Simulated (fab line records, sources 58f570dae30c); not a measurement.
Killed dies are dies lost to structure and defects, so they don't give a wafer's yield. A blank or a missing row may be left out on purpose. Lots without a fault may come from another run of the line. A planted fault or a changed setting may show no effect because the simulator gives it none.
Split-lot experiment | flow berkeley_cmos170 | 5 lots, 23 wafers read, on a route of 331 steps

THE SPLIT
At UCB170_PWELL_COAT_08 (resist thk 900 nm), the setting resist_thk_nm was moved away from the recipe's 900 nm on 7 of the 23 wafers read, by -2.0% to +3.8%. The other wafers ran this setting at the recipe's value.

The file shows no step between the split and the reading.

THE READING
KrF_of_PWELL_COAT_08.thk_nm (the simulator's own value, which no gauge read), in nm, at UCB170_PWELL_ETCH_14 (etches Si3N4 in CH3F/Ar/O2, stops on SiO2, target depth 242 nm, time 151 s). The file gives no usual value for it. The 16 wafers here that ran the recipe average 730.6 nm, standard deviation 10 nm.

wafer  | tool, chamber at the split | resist_thk_nm as run, nm | against the recipe | KrF_of_PWELL_COAT_08.thk_nm, nm | against lot-mates on the recipe
L074.1 | litho_track-04, 0          | 900                      | recipe             | 751.8                           | -
L074.2 | litho_track-04, 0          | 900                      | recipe             | 745.5                           | -
L074.3 | litho_track-04, 0          | 900                      | recipe             | 748.4                           | -
L074.5 | litho_track-04, 0          | 900                      | recipe             | 728.6                           | -
L074.6 | litho_track-04, 0          | 900                      | recipe             | 730.7                           | -
L076.2 | litho_track-01, 0          | 900                      | recipe             | 720.3                           | -
L076.3 | litho_track-01, 0          | 928.7                    | +3.2%              | 752.3                           | +27.1
L076.4 | litho_track-01, 0          | 928.7                    | +3.2%              | 757.6                           | +32.4
L076.5 | litho_track-01, 0          | 900                      | recipe             | 730.1                           | -
L076.6 | litho_track-01, 0          | 928.7                    | +3.2%              | 757.4                           | +32.2
L083.1 | litho_track-01, 0          | 934                      | +3.8%              | 758.9                           | +29.3
L083.3 | litho_track-01, 0          | 900                      | recipe             | 723.9                           | -
L083.4 | litho_track-01, 0          | 900                      | recipe             | 720                             | -
L083.5 | litho_track-01, 0          | 900                      | recipe             | 744.9                           | -
L083.6 | litho_track-01, 0          | 934                      | +3.8%              | 776                             | +46.4
L085.1 | litho_track-04, 0          | 900                      | recipe             | 725.1                           | -
L085.2 | litho_track-04, 0          | 882.4                    | -2.0%              | 707.7                           | -19.6
L085.4 | litho_track-04, 0          | 900                      | recipe             | 730.1                           | -
L085.5 | litho_track-04, 0          | 900                      | recipe             | 726.6                           | -
L085.6 | litho_track-04, 0          | 882.4                    | -2.0%              | 710.7                           | -16.6
L084.1 | litho_track-03, 0          | 900                      | recipe             | 721.9                           | -
L084.3 | litho_track-03, 0          | 900                      | recipe             | 721.2                           | -
L084.6 | litho_track-03, 0          | 900                      | recipe             | 721.1                           | -

THE FIT
A straight line over all 23 wafers: KrF_of_PWELL_COAT_08.thk_nm changes by +9.16 nm for each +1% of resist_thk_nm; r = +0.84; the points scatter about the line by 9.8 nm.
The same after taking each lot's own level away (the mean of its wafers on the recipe; 23 wafers): +9.7 nm for each +1%; r = +0.92; scatter 7.1 nm.
On that fit, the largest move of resist_thk_nm shifts the reading by 37 nm.
The lots' own levels span 721.40 to 741.00 nm, that is 1.9 times the standard deviation above.
So the lot-to-lot level changes the slope little: the two slopes agree.
Check: with one of the wafers moved furthest among these (+3.8%) left out of the fit, the line predicts +38.9 nm for it against its lot-mates. It came out at +29.3 nm against them.

OTHER SPLITS ON THESE WAFERS
These wafers also went through other splits before the reading. Each is held against what the fit with the lots' levels taken away leaves over:
other split on the same wafers     | wafers away from the commonest value | r with KrF_of_PWELL_COAT_08.thk_nm (lot level and that fit taken away)
UCB170_ZERO_COAT_01 spin_rpm       | 5                                    | +0.26
UCB170_ZERO_EXPOSE_03 dose_mj      | 7                                    | -0.17
UCB170_NWELL_CVD_04 pressure_mtorr | 18                                   | +0.03

THE WHOLE CHAIN: every reading that the file lists as answering this split, in the file's order
step                  | what it does                                                               | reading                                                                      | change (the file's fit)              | r (the file's)
UCB170_PWELL_COAT_08  | resist thk 900 nm                                                          | KrF_of_PWELL_COAT_08.thk_nm (the simulator's own value, which no gauge read) | +9.03 nm for each +1% of the setting | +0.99
UCB170_PWELL_ETCH_14  | etches Si3N4 in CH3F/Ar/O2, stops on SiO2, target depth 242 nm, time 151 s | KrF_of_PWELL_COAT_08.thk_nm (the simulator's own value, which no gauge read) | +9.76 nm for each +1% of the setting | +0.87
UCB170_PWELL_STRIP_16 | strips in O2                                                               | strip_time_to_endpoint_s                                                     | withheld for each +1% of the setting | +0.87

THE FILE'S OWN FIT
KrF_of_PWELL_COAT_08.thk_nm changes by +9.76 nm for each +1% of resist_thk_nm, r = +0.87.
